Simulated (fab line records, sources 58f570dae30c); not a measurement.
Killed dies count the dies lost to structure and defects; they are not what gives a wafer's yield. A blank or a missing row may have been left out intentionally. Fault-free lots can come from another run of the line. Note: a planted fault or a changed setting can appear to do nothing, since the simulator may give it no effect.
Matching of chambers    flow berkeley cmos170    UCB170_GATE_ETCH_15 on rie si-02: 4 sister chambers
The step etches poly-Si in HBr/Cl2, stops on SiO2, time 56.3 s, target depth 278.2 nm. 8 wafers are shown with their chamber, then 8 later ones without.

## WAFERS, EACH WITH ITS CHAMBER
wafer   chamber  throttle valve pct (%)  oes product au (a.u.)
L656.3  1        26.49                   0.800
L663.3  0        26.48                   0.813
L663.5  0        26.45                   0.817
L661.5  2        26.47                   0.828
L668.1  3        26.83                   0.837
L668.3  2        26.47                   0.823
L668.6  1        26.50                   0.806
L667.2  3        26.84                   0.847

## WAFERS WITHOUT THEIR CHAMBER
wafer   throttle valve pct (%)  oes product au (a.u.)
L667.4  26.47                   0.826
L667.5  26.83                   0.851
L669.1  26.83                   0.840
L669.2  26.47                   0.810
L669.3  26.52                   0.802
L677.2  26.51                   0.795
L677.4  26.49                   0.829
L677.5  26.48                   0.825

## THE CHAMBER EACH PASSED THROUGH
wafer    from the rows above       in truth
L667.4   2                         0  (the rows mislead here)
L667.5   3                         3
L669.1   3                         3
L669.2   can't be placed: 0 or 1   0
L669.3   1                         1
L677.2   1                         1
L677.4   can't be placed: 2 or 0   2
L677.5   can't be placed: 2 or 0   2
Placed correctly: 4 of 8. Unplaceable from these rows: 3, with the true chamber sitting among the candidates in 3. Wrongly placed: 1.
How it was worked out, from the rows above alone: a wafer's distance from a chamber is the root of the sum, over the readings, of the square of ((its reading less the chamber's mean) divided by the reading's scatter). The wafer belongs to the nearest chamber; if the next one is less than 2 further off, it can't be placed. The mean given for a chamber averages the wafers shown for that chamber. How the scatter is found: for the shown wafers, subtract from each reading the mean of its chamber, square and add these, divide the total by (wafers less chambers), then take the root.
